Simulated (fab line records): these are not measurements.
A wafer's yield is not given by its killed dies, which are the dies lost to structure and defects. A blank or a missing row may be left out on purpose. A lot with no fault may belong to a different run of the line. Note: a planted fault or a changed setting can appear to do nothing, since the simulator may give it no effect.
A sampling plan put to the test / flow berkeley_cmos170 / 35 faults told of in these records, all on one fab line, each judged by the records of the lots it struck
The line's own looks make up the plan; these are the steps of the route where a gauge or inspection reads the wafer and leaves it unchanged. Where struck wafers have a number at a look and the file lists that look's usual mean and standard deviation on fault-free wafers, the look can be judged. Caught: 4 or more of those standard deviations (sigma) separate the usual mean from the mean of the struck wafers at a look after the fault's first step. On the tool: here the same test is run on the tool's own readings at the fault's steps. Also counted as caught: the struck wafers showing another recipe, or a record that is empty for them alone.

== THE FAULTS, as the simulator had put them in ==
1. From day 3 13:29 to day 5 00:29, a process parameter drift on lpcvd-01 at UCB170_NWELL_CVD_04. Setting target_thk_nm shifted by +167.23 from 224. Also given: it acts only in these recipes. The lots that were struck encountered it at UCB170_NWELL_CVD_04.
2. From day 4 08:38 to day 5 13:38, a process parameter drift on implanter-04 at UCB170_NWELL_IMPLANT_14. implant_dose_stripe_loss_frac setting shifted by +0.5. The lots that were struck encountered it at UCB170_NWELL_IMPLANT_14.
3. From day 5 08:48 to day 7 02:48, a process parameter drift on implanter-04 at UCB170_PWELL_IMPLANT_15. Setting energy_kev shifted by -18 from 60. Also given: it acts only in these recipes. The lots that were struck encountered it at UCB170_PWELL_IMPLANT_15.
4. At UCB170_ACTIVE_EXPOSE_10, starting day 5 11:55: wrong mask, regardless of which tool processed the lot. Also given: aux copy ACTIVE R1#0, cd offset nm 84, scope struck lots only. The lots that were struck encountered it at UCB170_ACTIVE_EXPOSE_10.
5. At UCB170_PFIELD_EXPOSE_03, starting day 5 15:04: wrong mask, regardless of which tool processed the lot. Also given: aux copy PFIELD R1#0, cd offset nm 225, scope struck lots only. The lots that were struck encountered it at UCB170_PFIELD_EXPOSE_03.
6. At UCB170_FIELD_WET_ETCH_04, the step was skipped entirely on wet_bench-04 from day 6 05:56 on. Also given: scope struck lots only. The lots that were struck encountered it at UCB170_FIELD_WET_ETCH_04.
7. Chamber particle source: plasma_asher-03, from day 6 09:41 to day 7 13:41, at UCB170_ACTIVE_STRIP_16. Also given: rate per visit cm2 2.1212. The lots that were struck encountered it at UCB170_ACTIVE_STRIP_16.
8. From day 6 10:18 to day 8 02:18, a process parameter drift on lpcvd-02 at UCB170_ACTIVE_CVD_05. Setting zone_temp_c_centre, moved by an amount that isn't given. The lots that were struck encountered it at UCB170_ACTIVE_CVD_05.
9. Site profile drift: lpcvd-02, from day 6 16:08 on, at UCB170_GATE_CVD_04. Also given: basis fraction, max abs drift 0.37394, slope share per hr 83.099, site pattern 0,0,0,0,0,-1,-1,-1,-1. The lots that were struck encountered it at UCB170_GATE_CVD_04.
10. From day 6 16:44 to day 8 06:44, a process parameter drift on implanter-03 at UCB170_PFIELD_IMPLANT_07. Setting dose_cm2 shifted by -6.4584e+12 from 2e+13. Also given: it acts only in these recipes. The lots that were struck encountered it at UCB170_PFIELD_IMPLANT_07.
11. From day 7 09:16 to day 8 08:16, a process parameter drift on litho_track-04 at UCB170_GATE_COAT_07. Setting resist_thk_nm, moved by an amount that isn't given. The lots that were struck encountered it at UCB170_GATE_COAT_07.
12. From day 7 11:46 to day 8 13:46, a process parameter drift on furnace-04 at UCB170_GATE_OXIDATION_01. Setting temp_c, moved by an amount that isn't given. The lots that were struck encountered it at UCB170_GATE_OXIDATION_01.
13. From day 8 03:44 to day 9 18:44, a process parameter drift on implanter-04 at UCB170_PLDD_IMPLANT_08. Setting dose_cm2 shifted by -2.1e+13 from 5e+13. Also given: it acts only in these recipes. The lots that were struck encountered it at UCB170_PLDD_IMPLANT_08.
14. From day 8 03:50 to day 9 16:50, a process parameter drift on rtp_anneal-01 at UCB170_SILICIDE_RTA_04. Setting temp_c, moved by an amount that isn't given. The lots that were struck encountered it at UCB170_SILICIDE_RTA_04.
15. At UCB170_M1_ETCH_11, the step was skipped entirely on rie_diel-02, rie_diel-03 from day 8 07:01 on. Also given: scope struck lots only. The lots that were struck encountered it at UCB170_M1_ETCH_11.
16. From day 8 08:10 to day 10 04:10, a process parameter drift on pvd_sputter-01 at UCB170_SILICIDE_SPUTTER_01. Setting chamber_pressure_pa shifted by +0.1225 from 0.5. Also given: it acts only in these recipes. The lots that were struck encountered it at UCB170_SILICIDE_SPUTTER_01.
17. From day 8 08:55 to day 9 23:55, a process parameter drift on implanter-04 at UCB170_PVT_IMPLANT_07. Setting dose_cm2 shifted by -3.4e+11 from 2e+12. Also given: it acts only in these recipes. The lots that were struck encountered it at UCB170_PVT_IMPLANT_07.
18. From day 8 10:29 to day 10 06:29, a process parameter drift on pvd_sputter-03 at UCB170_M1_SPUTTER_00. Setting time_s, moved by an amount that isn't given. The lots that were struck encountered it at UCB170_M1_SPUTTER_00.
19. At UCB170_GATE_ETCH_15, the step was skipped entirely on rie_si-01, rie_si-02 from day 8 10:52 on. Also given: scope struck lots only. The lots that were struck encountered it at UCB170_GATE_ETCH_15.
20. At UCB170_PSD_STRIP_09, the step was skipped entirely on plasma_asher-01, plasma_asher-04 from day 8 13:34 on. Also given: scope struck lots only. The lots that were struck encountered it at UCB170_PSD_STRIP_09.
21. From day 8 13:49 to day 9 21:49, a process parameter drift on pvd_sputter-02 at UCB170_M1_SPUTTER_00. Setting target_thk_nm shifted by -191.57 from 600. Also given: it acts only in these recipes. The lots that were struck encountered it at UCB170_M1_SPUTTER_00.
22. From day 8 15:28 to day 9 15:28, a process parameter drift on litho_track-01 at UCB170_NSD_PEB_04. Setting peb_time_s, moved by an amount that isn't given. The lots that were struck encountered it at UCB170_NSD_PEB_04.
23. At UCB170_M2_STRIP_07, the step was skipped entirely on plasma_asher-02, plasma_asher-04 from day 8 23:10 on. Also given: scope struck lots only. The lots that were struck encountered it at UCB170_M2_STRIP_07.
24. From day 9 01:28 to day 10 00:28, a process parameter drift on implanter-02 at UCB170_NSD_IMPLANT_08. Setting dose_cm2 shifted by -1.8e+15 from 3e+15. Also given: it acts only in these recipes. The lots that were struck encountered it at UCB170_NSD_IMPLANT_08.
25. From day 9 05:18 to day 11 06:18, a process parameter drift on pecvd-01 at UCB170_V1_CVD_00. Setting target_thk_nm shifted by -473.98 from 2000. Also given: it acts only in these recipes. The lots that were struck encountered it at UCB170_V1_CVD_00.
26. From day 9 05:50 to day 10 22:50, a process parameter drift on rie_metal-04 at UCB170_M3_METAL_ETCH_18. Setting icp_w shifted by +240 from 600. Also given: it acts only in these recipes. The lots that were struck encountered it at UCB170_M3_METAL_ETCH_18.
27. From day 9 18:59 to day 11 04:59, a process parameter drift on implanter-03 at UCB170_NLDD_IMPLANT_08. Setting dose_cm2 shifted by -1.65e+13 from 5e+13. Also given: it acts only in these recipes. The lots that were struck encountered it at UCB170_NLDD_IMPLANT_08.
28. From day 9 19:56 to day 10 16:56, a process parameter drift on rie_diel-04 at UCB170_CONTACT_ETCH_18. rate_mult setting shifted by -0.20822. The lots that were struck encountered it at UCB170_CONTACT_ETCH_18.
29. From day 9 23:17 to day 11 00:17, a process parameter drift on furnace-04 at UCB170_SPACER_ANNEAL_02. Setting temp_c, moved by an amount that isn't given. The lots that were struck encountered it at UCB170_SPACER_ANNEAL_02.
30. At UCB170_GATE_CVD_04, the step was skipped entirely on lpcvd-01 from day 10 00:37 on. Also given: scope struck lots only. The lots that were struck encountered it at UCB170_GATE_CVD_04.
31. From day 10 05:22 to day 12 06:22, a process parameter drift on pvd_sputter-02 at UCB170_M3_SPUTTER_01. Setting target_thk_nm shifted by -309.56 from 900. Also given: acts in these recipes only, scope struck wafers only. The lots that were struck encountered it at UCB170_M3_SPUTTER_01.
32. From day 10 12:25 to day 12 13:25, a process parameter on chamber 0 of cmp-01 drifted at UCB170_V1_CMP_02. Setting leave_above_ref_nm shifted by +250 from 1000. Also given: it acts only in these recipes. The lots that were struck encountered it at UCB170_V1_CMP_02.
33. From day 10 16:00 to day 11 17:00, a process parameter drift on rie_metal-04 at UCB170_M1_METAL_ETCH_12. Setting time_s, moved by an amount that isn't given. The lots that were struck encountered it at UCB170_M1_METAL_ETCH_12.
34. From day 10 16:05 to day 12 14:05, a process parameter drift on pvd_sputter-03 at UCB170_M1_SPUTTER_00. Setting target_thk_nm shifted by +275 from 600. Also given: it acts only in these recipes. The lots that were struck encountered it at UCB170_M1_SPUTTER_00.
35. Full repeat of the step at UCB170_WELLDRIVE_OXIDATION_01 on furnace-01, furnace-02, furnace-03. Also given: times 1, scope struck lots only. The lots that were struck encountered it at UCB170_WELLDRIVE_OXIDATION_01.

== WHAT THE PLAN SAW ==
fault=1; on the tool itself=no reading that can be judged; first look that catches it=UCB170_NWELL_THK_MEAS_05; reading, sigma=NWELL_NITRIDE_THK +68; median hours from its first step to that look=1.9; hours from the fault's start to the first struck lot there=6; judged looks passed uncaught=0
fault=2; on the tool itself=no reading that can be judged; first look that catches it=UCB170_NWELL_TW_MEAS_16; reading, sigma=NWELL_TW -23; median hours from its first step to that look=0.2; hours from the fault's start to the first struck lot there=2; judged looks passed uncaught=0
fault=3; on the tool itself=beam_energy_keV -99 or beyond sigma; first look that catches it=UCB170_PWELL_TW_MEAS_17; reading, sigma=PWELL_TW -7.5; median hours from its first step to that look=0.3; hours from the fault's start to the first struck lot there=5; judged looks passed uncaught=0
fault=4; on the tool itself=no reading that can be judged; first look that catches it=UCB170_ACTIVE_CD_MEAS_13; reading, sigma=cd_nm +65; median hours from its first step to that look=0.6; hours from the fault's start to the first struck lot there=1; judged looks passed uncaught=0
fault=5; on the tool itself=no reading that can be judged; first look that catches it=no look after it can be judged; reading, sigma=-; median hours from its first step to that look=-; hours from the fault's start to the first struck lot there=-; judged looks passed uncaught=0
fault=6; on the tool itself=the tool's record is blank for the struck wafers; first look that catches it=UCB170_FIELD_THK_MEAS_90; reading, sigma=FIELD_OXIDE_LEFT_1_THK +4.2; median hours from its first step to that look=3.5; hours from the fault's start to the first struck lot there=9; judged looks passed uncaught=0
fault=7; on the tool itself=under 2 sigma; first look that catches it=none of the 3 looks that can be judged after it; reading, sigma=-; median hours from its first step to that look=-; hours from the fault's start to the first struck lot there=-; judged looks passed uncaught=3
fault=8; on the tool itself=spike_tc_centre_C +27 sigma; first look that catches it=UCB170_ACTIVE_THK_MEAS_06; reading, sigma=ACTIVE_NITRIDE_THK +11; median hours from its first step to that look=1.9; hours from the fault's start to the first struck lot there=14; judged looks passed uncaught=0
fault=9; on the tool itself=under 2 sigma; first look that catches it=UCB170_GATE_THK_MEAS_05; reading, sigma=GATE_POLY_THK -19; median hours from its first step to that look=1.4; hours from the fault's start to the first struck lot there=22; judged looks passed uncaught=0
fault=10; on the tool itself=dose_ions_cm2 -99 or beyond sigma; first look that catches it=UCB170_PFIELD_TW_MEAS_09; reading, sigma=PFIELD_TW -21; median hours from its first step to that look=0.2; hours from the fault's start to the first struck lot there=0; judged looks passed uncaught=0
fault=11; on the tool itself=no reading that can be judged; first look that catches it=none of the 2 looks that can be judged after it; reading, sigma=-; median hours from its first step to that look=-; hours from the fault's start to the first struck lot there=-; judged looks passed uncaught=2
fault=12; on the tool itself=tube_center_temp_C -99 or beyond sigma; first look that catches it=UCB170_GATE_THK_MEAS_02; reading, sigma=GATE_OXIDE_THK -15; median hours from its first step to that look=1.5; hours from the fault's start to the first struck lot there=15; judged looks passed uncaught=0
fault=13; on the tool itself=dose_ions_cm2 -99 or beyond sigma; first look that catches it=UCB170_PLDD_TW_MEAS_11; reading, sigma=PLDD_TW -8.3; median hours from its first step to that look=0.4; hours from the fault's start to the first struck lot there=9; judged looks passed uncaught=0
fault=14; on the tool itself=wafer_temp_C_max -7.0 sigma; first look that catches it=no look after it can be judged; reading, sigma=-; median hours from its first step to that look=-; hours from the fault's start to the first struck lot there=-; judged looks passed uncaught=0
fault=15; on the tool itself=the tool's record is blank for the struck wafers; first look that catches it=no look after it can be judged; reading, sigma=-; median hours from its first step to that look=-; hours from the fault's start to the first struck lot there=-; judged looks passed uncaught=0
fault=16; on the tool itself=chamber_pressure_pa +99 or beyond sigma; first look that catches it=UCB170_SILICIDE_RS_MEAS_02; reading, sigma=SILICIDE_TI_RS +8.2; median hours from its first step to that look=0.0; hours from the fault's start to the first struck lot there=0; judged looks passed uncaught=0
fault=17; on the tool itself=dose_ions_cm2 -99 or beyond sigma; first look that catches it=UCB170_PVT_TW_MEAS_09; reading, sigma=PVT_TW -10; median hours from its first step to that look=0.2; hours from the fault's start to the first struck lot there=11; judged looks passed uncaught=0
fault=18; on the tool itself=under 2 sigma; first look that catches it=UCB170_M1_RS_MEAS_01; reading, sigma=M1_AL_RS -22; median hours from its first step to that look=0.1; hours from the fault's start to the first struck lot there=5; judged looks passed uncaught=0
fault=19; on the tool itself=the tool's record is blank for the struck wafers; first look that catches it=no look after it can be judged; reading, sigma=-; median hours from its first step to that look=-; hours from the fault's start to the first struck lot there=-; judged looks passed uncaught=0
fault=20; on the tool itself=the tool's record is blank for the struck wafers; first look that catches it=UCB170_NSD_TW_MEAS_10; reading, sigma=NSD_TW -99 or beyond; median hours from its first step to that look=3.0; hours from the fault's start to the first struck lot there=12; judged looks passed uncaught=1
fault=21; on the tool itself=under 2 sigma; first look that catches it=UCB170_M1_RS_MEAS_01; reading, sigma=M1_AL_RS +54; median hours from its first step to that look=0.1; hours from the fault's start to the first struck lot there=1; judged looks passed uncaught=0
fault=22; on the tool itself=heater_power_total_W +70 sigma; first look that catches it=UCB170_NSD_CD_MEAS_06; reading, sigma=cd_nm -8.3; median hours from its first step to that look=0.3; hours from the fault's start to the first struck lot there=10; judged looks passed uncaught=0
fault=23; on the tool itself=no reading that can be judged; first look that catches it=no look after it can be judged; reading, sigma=-; median hours from its first step to that look=-; hours from the fault's start to the first struck lot there=-; judged looks passed uncaught=0
fault=24; on the tool itself=dose_ions_cm2 -99 or beyond sigma; first look that catches it=UCB170_NSD_TW_MEAS_10; reading, sigma=NSD_TW -15; median hours from its first step to that look=0.2; hours from the fault's start to the first struck lot there=0; judged looks passed uncaught=0
fault=25; on the tool itself=under 2 sigma; first look that catches it=UCB170_V1_THK_MEAS_01; reading, sigma=V1_TEOS_THK -17; median hours from its first step to that look=0.2; hours from the fault's start to the first struck lot there=10; judged looks passed uncaught=0
fault=26; on the tool itself=rf_fwd_power_W +99 or beyond sigma; first look that catches it=UCB170_M3_CD_MEAS_90; reading, sigma=cd_nm -6.5; median hours from its first step to that look=0.4; hours from the fault's start to the first struck lot there=3; judged looks passed uncaught=0
fault=27; on the tool itself=dose_ions_cm2 -99 or beyond sigma; first look that catches it=UCB170_NLDD_TW_MEAS_11; reading, sigma=NLDD_TW -4.9; median hours from its first step to that look=0.4; hours from the fault's start to the first struck lot there=6; judged looks passed uncaught=0
fault=28; on the tool itself=only faintly: oes_product_au -2.8 sigma; first look that catches it=no look after it can be judged; reading, sigma=-; median hours from its first step to that look=-; hours from the fault's start to the first struck lot there=-; judged looks passed uncaught=0
fault=29; on the tool itself=tube_center_temp_C +95 sigma; first look that catches it=UCB170_SDANNEAL_RS_MEAS_04; reading, sigma=PLDD_RS -9.5; median hours from its first step to that look=10.7; hours from the fault's start to the first struck lot there=18; judged looks passed uncaught=0
fault=30; on the tool itself=the tool's record is blank for the struck wafers; first look that catches it=no look after it can be judged; reading, sigma=-; median hours from its first step to that look=-; hours from the fault's start to the first struck lot there=-; judged looks passed uncaught=0
fault=31; on the tool itself=under 2 sigma; first look that catches it=UCB170_M3_RS_MEAS_02; reading, sigma=M3_AL_RS +51; median hours from its first step to that look=0.1; hours from the fault's start to the first struck lot there=1; judged looks passed uncaught=0
fault=32; on the tool itself=under 2 sigma; first look that catches it=UCB170_V1_THK_MEAS_04; reading, sigma=V1_POLISHED_THK +99 or beyond; median hours from its first step to that look=0.4; hours from the fault's start to the first struck lot there=2; judged looks passed uncaught=0
fault=33; on the tool itself=run_length_s -28 sigma; first look that catches it=no look after it can be judged; reading, sigma=-; median hours from its first step to that look=-; hours from the fault's start to the first struck lot there=-; judged looks passed uncaught=0
fault=34; on the tool itself=under 2 sigma; first look that catches it=UCB170_M1_RS_MEAS_01; reading, sigma=M1_AL_RS -37; median hours from its first step to that look=0.1; hours from the fault's start to the first struck lot there=8; judged looks passed uncaught=0
fault=35; on the tool itself=under 2 sigma; first look that catches it=UCB170_WELLDRIVE_THK_MEAS_02; reading, sigma=WELLDRIVE_OXIDE_THK +27; median hours from its first step to that look=8.3; hours from the fault's start to the first struck lot there=-; judged looks passed uncaught=0
A dash: the fault is not caught, or the number is missing from these records.

Caught at a look: 25 of 35. Caught on the tool: 19 of 35. By one or the other: 30 of 35.
Faults 14, 15, 19, 30, 33 were caught on the tool alone.
Caught at a look alone: faults 1, 2, 4, 9, 18, 21, 25, 31, 32, 34, 35.
Caught by neither: faults 5, 7, 11, 23, 28.

== THINNER SAMPLING ==
Were the look that catches a fault to measure just every second or every third lot (counted by lot number), the first struck lot would, at worst, be measured this late:
fault=1; struck lots at that look, in order of time=L779, L780; every lot=6 h; every second lot=14 h; every third lot=may miss all 2
fault=2; struck lots at that look, in order of time=L271, L269; every lot=2 h; every second lot=may miss all 2; every third lot=may miss all 2
fault=3; struck lots at that look, in order of time=L574, L576; every lot=5 h; every second lot=may miss all 2; every third lot=may miss all 2
fault=4; struck lots at that look, in order of time=L548; every lot=1 h; every second lot=may miss it; every third lot=may miss it
fault=6; struck lots at that look, in order of time=L170, L173, L171; every lot=9 h; every second lot=9 h; every third lot=may miss all 3
fault=8; struck lots at that look, in order of time=L250, L254, L255; every lot=14 h; every second lot=32 h; every third lot=32 h
fault=9; struck lots at that look, in order of time=L680, L678, L677; every lot=22 h; every second lot=22 h; every third lot=may miss all 3
fault=10; struck lots at that look, in order of time=L926, L931; every lot=0 h; every second lot=13 h; every third lot=may miss all 2
fault=12; struck lots at that look, in order of time=L184, L182, L186; every lot=15 h; every second lot=may miss all 3; every third lot=15 h
fault=13; struck lots at that look, in order of time=L682, L685; every lot=9 h; every second lot=33 h; every third lot=may miss all 2
fault=16; struck lots at that look, in order of time=L552, L554; every lot=0 h; every second lot=may miss all 2; every third lot=may miss all 2
fault=17; struck lots at that look, in order of time=L595, L597; every lot=11 h; every second lot=may miss all 2; every third lot=may miss all 2
fault=18; struck lots at that look, in order of time=L593, L592; every lot=5 h; every second lot=25 h; every third lot=may miss all 2
fault=20; struck lots at that look, in order of time=L830, L826, L828; every lot=12 h; every second lot=may miss all 3; every third lot=12 h
fault=21; struck lots at that look, in order of time=L671, L675; every lot=1 h; every second lot=may miss all 2; every third lot=may miss all 2
fault=22; struck lots at that look, in order of time=L502, L500; every lot=10 h; every second lot=may miss all 2; every third lot=may miss all 2
fault=24; struck lots at that look, in order of time=L911, L909; every lot=0 h; every second lot=may miss all 2; every third lot=may miss all 2
fault=25; struck lots at that look, in order of time=L529, L532; every lot=10 h; every second lot=32 h; every third lot=may miss all 2
fault=26; struck lots at that look, in order of time=L111, L110, L116; every lot=3 h; every second lot=4 h; every third lot=may miss all 3
fault=27; struck lots at that look, in order of time=L798, L799; every lot=6 h; every second lot=9 h; every third lot=may miss all 2
fault=29; struck lots at that look, in order of time=L611, L612, L613; every lot=18 h; every second lot=18 h; every third lot=18 h
fault=31; struck lots at that look, in order of time=L735, L739; every lot=1 h; every second lot=may miss all 2; every third lot=may miss all 2
fault=32; struck lots at that look, in order of time=L264; every lot=2 h; every second lot=may miss it; every third lot=may miss it
fault=34; struck lots at that look, in order of time=L760, L762; every lot=8 h; every second lot=may miss all 2; every third lot=may miss all 2
Hours: fault start to first struck lot measured. 4 sigma limit: tested on the pooled struck wafers, so a lone lot may be under it. Other struck lots may not be in these records.

== THE LONGEST TIMED WAY FROM STEP TO LOOK ==
Fault 29: median gap of 10.7 hours between UCB170_SPACER_ANNEAL_02 and UCB170_SDANNEAL_RS_MEAS_04. No look between them can be judged.
